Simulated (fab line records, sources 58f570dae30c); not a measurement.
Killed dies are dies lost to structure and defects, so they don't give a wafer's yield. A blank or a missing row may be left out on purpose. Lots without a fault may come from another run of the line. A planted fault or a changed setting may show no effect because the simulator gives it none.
A struck lot beside a sound one | flow berkeley_cmos170 | 15 steps out of a route of 331
Sound: wafers L749.1, L749.2, L749.4. Struck: wafers L746.1, L746.3, L746.6. The cause comes at the end.
At each step with rows: each side's tool, then ch and its chambers, then its first start. Under that, the readings that differ: sound wafers | struck wafers | difference of the means | sigmas: that difference in standard deviations of wafers without a fault.
alike: readings whose means differ by less than 2 such deviations, and words and numbers that are the same on both sides. not compared: withheld readings, readings that some wafer has no value for, bounds like >300 that may hide the same value, and numbers for which the record gives no deviation and whose values overlap.
The two part at a step that has a row with sigmas, a row that says differs or no value, or rows on one side only. Numbers that don't overlap but have no deviation are shown without sigmas and don't part them. A reading that every wafer of one side lacks parts them only if that side has two wafers or more.

first, 1 step without rows for these wafers: UCB170_M2_SOFTBAKE_06 (time 60 s).
UCB170_M2_STRIP_07: strips in O2.
  sound on plasma_asher-04 ch 0,1, day 10 12:13; struck on plasma_asher-04 ch 0,1, day 9 18:10
  alike: drypump_motor_current_A, o2_flow_sccm, oes_product_au, strip_time_to_endpoint_s
  not compared: rf_hours_counter_h
then, 7 steps without rows for these wafers: UCB170_M2_STRIP_08 (strips KrF in DMSO, time 600 s); UCB170_M2_COAT_09; UCB170_M2_COAT_10 (resist thk 900 nm); UCB170_M2_SOFTBAKE_11 (time 60 s); UCB170_M2_EXPOSE_12 (exposes mask METAL2, target cd 700 nm); UCB170_M2_PEB_13; UCB170_M2_DEVELOP_14 (develop time 45 s).
UCB170_M2_CD_MEAS_15: target cd 700 nm.
  sound on cd_sem-02, day 10 13:46; struck on cd_sem-01, day 9 19:31
  reading    | sound             | struck            | difference | sigmas
  cd_nm (nm) | 702.3 703.7 702.8 | 700.5 698.7 699.8 | -3.3       | -2
UCB170_M2_OVL_MEAS_16:
  sound on overlay-01, day 10 13:53; struck on overlay-02, day 9 19:38
  alike: M2_OVL
UCB170_M2_ETCH_17: etches BARC in N2/H2.
  sound on rie_diel-03 ch 0,2,3, day 10 13:55; struck on rie_diel-01 ch 0,1,2, day 9 19:41
  alike: drypump_motor_current_A, oes_product_au, throttle_valve_pct
UCB170_M2_METAL_ETCH_18: etches Al in Cl2/BCl3, stops on SiO2, target depth 1170 nm, time 195 s.
  sound on rie_metal-03 ch 0,1, day 10 13:58; struck on rie_metal-02 ch 1, day 9 19:43
  reading                             | sound             | struck            | difference | sigmas
  oes_product_au (a.u.)               | 0.837 0.851 0.858 | 1.031 1.036 1.021 | +0.181     | +24
  run_length_s (s)                    | 223.6 223.7 223.0 | 132.9 132.9 133.4 | -90.4      | -99 or more
  model.KrF_of_M2_COAT_10.thk_nm (nm) | 214.3 249 213.7   | 510.4 505.3 508.5 | +282.4     |
  model.M2.feature_depth_nm (nm)      | 941.8 954.9 956.3 | 658.2 653.4 653.4 | -296.0     |
  model.etch.depth_nm (nm)            | 884.6 901.8 899.1 | 658.2 653.4 653.4 | -240.2     |
  alike: drypump_motor_current_A, throttle_valve_pct
  not compared: rf_hours_counter_h
UCB170_M2_STRIP_19: strips in O2.
  sound on plasma_asher-04 ch 0,1, day 10 14:09; struck on plasma_asher-02 ch 0,1, day 9 20:06
  reading               | sound             | struck            | difference | sigmas
  oes_product_au (a.u.) | 0.552 0.577 0.545 | 0.722 0.713 0.722 | +0.161     | +7
  alike: drypump_motor_current_A, o2_flow_sccm
  not compared: rf_hours_counter_h
UCB170_M2_CD_MEAS_90: target cd 700 nm.
  sound on cd_sem-02, day 10 14:15; struck on cd_sem-02, day 9 20:12
  reading    | sound       | struck      | difference | sigmas
  cd_nm (nm) | 696 708 697 | 727 725 724 | +25        | +7

WHERE THEY PART
First at UCB170_M2_CD_MEAS_15; last, within this record, at UCB170_M2_CD_MEAS_90.

WHY: what the simulator had put in
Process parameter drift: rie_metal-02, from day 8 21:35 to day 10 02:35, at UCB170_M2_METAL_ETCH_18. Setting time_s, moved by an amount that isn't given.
